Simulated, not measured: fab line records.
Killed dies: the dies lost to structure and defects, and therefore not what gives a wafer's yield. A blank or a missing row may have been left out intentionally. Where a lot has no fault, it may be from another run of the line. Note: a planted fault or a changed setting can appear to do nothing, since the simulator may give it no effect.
Problem report in the 8D (eight disciplines) form, filled by code :: flow berkeley cmos170 :: the parts of the form that need people (team, actions taken, sign-off) are left out

== 1. THE PROBLEM ==
tilt deg at UCB170_PSD_IMPLANT_08 reads a mean of 7.886 degrees on 9 wafers of 3 lots; wafers without a fault read 6.997 degrees with a standard deviation of 0.021. Measured from the usual mean, that is +42 standard deviations.
First seen on wafer L425.1, day 8 02:37, on implanter-03. At this step, 45 wafers from 15 lots have a number in the record. Rule for "out", or "out of limits": more than 4 standard deviations from the usual mean. The rest of the wafers with a number are treated as sound.

== 2. WHAT IT IS; WHAT IT IS NOT ==
question: which readings at this step
is: tilt deg
is not: -

question: which lots
is: L425, L429, L431
is not: L424, L428, L435, L438, L439, L440, L441, L442, L443, L444, L445, L446

question: which wafers of those lots
is: all that have a number
is not: -

question: read on which tools
is: implanter-03
is not: implanter-01, implanter-04

question: when
is: from day 8 02:37
is not: up to then (6 sound wafers); but 30 sound wafers of L435, L438, L439, L440, L441, L442, L443, L444, L445, L446 came after

== 3. THE SUSPECTS, EACH WITH WHAT RULES IT OUT ==
Counting: a tool stays on the suspect list if, at a process step up to the reading, it processed all lots that are out and no sound lot following the first of them.
- implanter-03 at UCB170_PSD_IMPLANT_08: ruled out as a lasting fault. Following L425 (day 8 02:37), the first lot on it that is out, the sound lots L441, L444, L445 were run on it.
Left after counting: nothing in the record.

== 4. THE CAUSE (what the simulator had put in) ==
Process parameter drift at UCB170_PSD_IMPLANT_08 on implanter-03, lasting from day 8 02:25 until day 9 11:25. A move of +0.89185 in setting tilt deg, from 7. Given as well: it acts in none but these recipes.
Counting ruled it out, wrongly.

== 5. SEQUENCE OF EFFECTS, ordered by route ==
Each row: a reading where the mean over the struck wafers with a number is more than 3 standard deviations away from the usual. Only readings whose record carries a usual standard deviation are examined. hours: median over the lots of the time between each lot's start at the first step of this table that gives one and its start at this step. sigmas: the change, counted in usual standard deviations.
hours: 0
step: UCB170_PSD_IMPLANT_08
reading: tilt deg
usual: 6.997 degrees
on struck wafers: 7.886
change: +0.889
sigmas: +42
Process steps it contains:
- UCB170_PSD_IMPLANT_08
Readings that are blank on the struck wafers while sound wafers have them: PSD_RS at UCB170_SDANNEAL_RS_MEAS_02.

== 6. WHAT WOULD HAVE CAUGHT IT SOONER ==
In this record the first reading out of limits was taken at day 8 02:37, 0 hours after the fault began at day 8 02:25.
